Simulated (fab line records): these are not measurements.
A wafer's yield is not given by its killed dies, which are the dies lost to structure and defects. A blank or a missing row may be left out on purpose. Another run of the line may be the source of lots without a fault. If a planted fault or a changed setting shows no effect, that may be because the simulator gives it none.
Which tool is to blame? || flow berkeley cmos170 || 39 wafers from 13 lots sampled at 2 of the route's 331 steps

== WHAT THE GAUGES READ, wafer by wafer ==
UCB170_SPACER_THK_MEAS_01. Usual: SPACER_TEOS_THK gives 375 nm (standard deviation 4.4).
{"lot": "L905", "measured": "day 6 20:11", "on": "film metro-04", "SPACER_TEOS_THK (nm)": "372 368 379", "flag": ""}
{"lot": "L903", "measured": "day 6 21:14", "on": "film metro-03", "SPACER_TEOS_THK (nm)": "373 370 376", "flag": ""}
{"lot": "L904", "measured": "day 6 21:49", "on": "film metro-01", "SPACER_TEOS_THK (nm)": "384 375 381", "flag": ""}
{"lot": "L906", "measured": "day 7 00:37", "on": "film metro-01", "SPACER_TEOS_THK (nm)": "369 371 377", "flag": ""}
{"lot": "L907", "measured": "day 7 11:49", "on": "film metro-03", "SPACER_TEOS_THK (nm)": "379 379 384", "flag": ""}
{"lot": "L910", "measured": "day 7 12:58", "on": "film metro-01", "SPACER_TEOS_THK (nm)": "374 379 380", "flag": ""}
{"lot": "L912", "measured": "day 8 12:57", "on": "film metro-01", "SPACER_TEOS_THK (nm)": "367 374 373", "flag": ""}
{"lot": "L914", "measured": "day 8 13:40", "on": "film metro-04", "SPACER_TEOS_THK (nm)": "373 383 377", "flag": ""}
{"lot": "L915", "measured": "day 8 14:17", "on": "film metro-04", "SPACER_TEOS_THK (nm)": "372 375 372", "flag": ""}
{"lot": "L917", "measured": "day 9 02:08", "on": "film metro-04", "SPACER_TEOS_THK (nm)": "371 374 379", "flag": ""}
{"lot": "L916", "measured": "day 9 02:40", "on": "film metro-01", "SPACER_TEOS_THK (nm)": "372 373 379", "flag": ""}
{"lot": "L924", "measured": "day 10 14:29", "on": "film metro-01", "SPACER_TEOS_THK (nm)": "241 375 377 241 375 377", "flag": "OFF"}
{"lot": "L926", "measured": "day 10 20:44", "on": "film metro-04", "SPACER_TEOS_THK (nm)": "369 377 378", "flag": ""}

== WHAT TOOL EACH LOT RAN ON (gives the tool, then ch and the chambers of the sampled wafers, and finally the start) ==
{"lot": "L905", "UCB170_SPACER_CVD_00": "pecvd-02 ch 0,2, day 6 20:08"}
{"lot": "L903", "UCB170_SPACER_CVD_00": "pecvd-03 ch 0,1,2, day 6 21:11"}
{"lot": "L904", "UCB170_SPACER_CVD_00": "pecvd-02 ch 0,1,2, day 6 21:46"}
{"lot": "L906", "UCB170_SPACER_CVD_00": "pecvd-03 ch 0,1, day 7 00:34"}
{"lot": "L907", "UCB170_SPACER_CVD_00": "pecvd-03 ch 0,2, day 7 11:46"}
{"lot": "L910", "UCB170_SPACER_CVD_00": "pecvd-01 ch 0,1,2, day 7 12:54"}
{"lot": "L912", "UCB170_SPACER_CVD_00": "pecvd-02 ch 0,2, day 8 12:54"}
{"lot": "L914", "UCB170_SPACER_CVD_00": "pecvd-02 ch 0,2, day 8 13:37"}
{"lot": "L915", "UCB170_SPACER_CVD_00": "pecvd-03 ch 0,1, day 8 14:15"}
{"lot": "L917", "UCB170_SPACER_CVD_00": "pecvd-03 ch 0,1,2, day 9 02:05"}
{"lot": "L916", "UCB170_SPACER_CVD_00": "pecvd-01 ch 1,2, day 9 02:38"}
{"lot": "L924", "UCB170_SPACER_CVD_00": "pecvd-03 ch 0,1,2, day 10 14:26"}
{"lot": "L926", "UCB170_SPACER_CVD_00": "pecvd-02 ch 0,1,2, day 10 20:40"}
- UCB170_SPACER_CVD_00: deposits SiO2 from TEOS/O2, target thk 376 nm, time 47 s.

== AS READ BY THE TOOLS THEMSELVES (means over the sampled wafers that have a number; for cases with no such wafer, the mark the record gives instead) ==
UCB170_SPACER_CVD_00. Usual: heater power w 264 W, standard deviation 42; pressure mtorr 8999 mTorr, standard deviation 18; rf fwd power W 544.8 W, standard deviation 2.1.
{"lot": "L905", "tool": "pecvd-02", "heater power w (W)": 233, "pressure mtorr (mTorr)": 9013, "rf fwd power W (W)": 547.1, "flag": ""}
{"lot": "L903", "tool": "pecvd-03", "heater power w (W)": 270, "pressure mtorr (mTorr)": 8993, "rf fwd power W (W)": 544.2, "flag": ""}
{"lot": "L904", "tool": "pecvd-02", "heater power w (W)": 236, "pressure mtorr (mTorr)": 8988, "rf fwd power W (W)": 544.5, "flag": ""}
{"lot": "L906", "tool": "pecvd-03", "heater power w (W)": 252, "pressure mtorr (mTorr)": 8980, "rf fwd power W (W)": 546.5, "flag": ""}
{"lot": "L907", "tool": "pecvd-03", "heater power w (W)": 232, "pressure mtorr (mTorr)": 8991, "rf fwd power W (W)": 543.0, "flag": ""}
{"lot": "L910", "tool": "pecvd-01", "heater power w (W)": 272, "pressure mtorr (mTorr)": 9018, "rf fwd power W (W)": 546.0, "flag": ""}
{"lot": "L912", "tool": "pecvd-02", "heater power w (W)": 242, "pressure mtorr (mTorr)": 9004, "rf fwd power W (W)": 548.6, "flag": ""}
{"lot": "L914", "tool": "pecvd-02", "heater power w (W)": 252, "pressure mtorr (mTorr)": 9004, "rf fwd power W (W)": 545.9, "flag": ""}
{"lot": "L915", "tool": "pecvd-03", "heater power w (W)": 268, "pressure mtorr (mTorr)": 9005, "rf fwd power W (W)": 543.6, "flag": ""}
{"lot": "L917", "tool": "pecvd-03", "heater power w (W)": 279, "pressure mtorr (mTorr)": 9001, "rf fwd power W (W)": 542.6, "flag": ""}
{"lot": "L916", "tool": "pecvd-01", "heater power w (W)": 291, "pressure mtorr (mTorr)": 9006, "rf fwd power W (W)": 544.4, "flag": ""}
{"lot": "L924", "tool": "pecvd-03", "heater power w (W)": 282, "pressure mtorr (mTorr)": 8997, "rf fwd power W (W)": 543.0, "flag": ""}
{"lot": "L926", "tool": "pecvd-02", "heater power w (W)": 220, "pressure mtorr (mTorr)": 9003, "rf fwd power W (W)": 545.5, "flag": ""}

== THE ANSWER, worked out from the rows above alone ==
Rule: a lot counts as off when the mean over its wafers that have a number is more than 3 standard deviations away from the usual mean. A lot without any number at a reading at which 4 lots or more have one is off too. Where the step has rows for the other lots, those lots are counted as sound. The gauges are gone through in route order, then the tools' own readings, and for those a lot's mean is taken as printed above. The first step at which some lot is off is used, and at that step the reading that is off furthest; a lot without a number counts as furthest.
Off: at UCB170_SPACER_THK_MEAS_01 (SPACER_TEOS_THK), L924.
If a tool, at a process step before that reading, ran all the lots that are off and no sound lot after the first of them, it fits. The gauges at UCB170_SPACER_THK_MEAS_01 are tried like those tools. 2 tools fit, pecvd-03 at UCB170_SPACER_CVD_00 and film metro-01 at UCB170_SPACER_THK_MEAS_01, so this cannot tell which one it is.

== WHAT THE SIMULATOR HAD PUT IN ==
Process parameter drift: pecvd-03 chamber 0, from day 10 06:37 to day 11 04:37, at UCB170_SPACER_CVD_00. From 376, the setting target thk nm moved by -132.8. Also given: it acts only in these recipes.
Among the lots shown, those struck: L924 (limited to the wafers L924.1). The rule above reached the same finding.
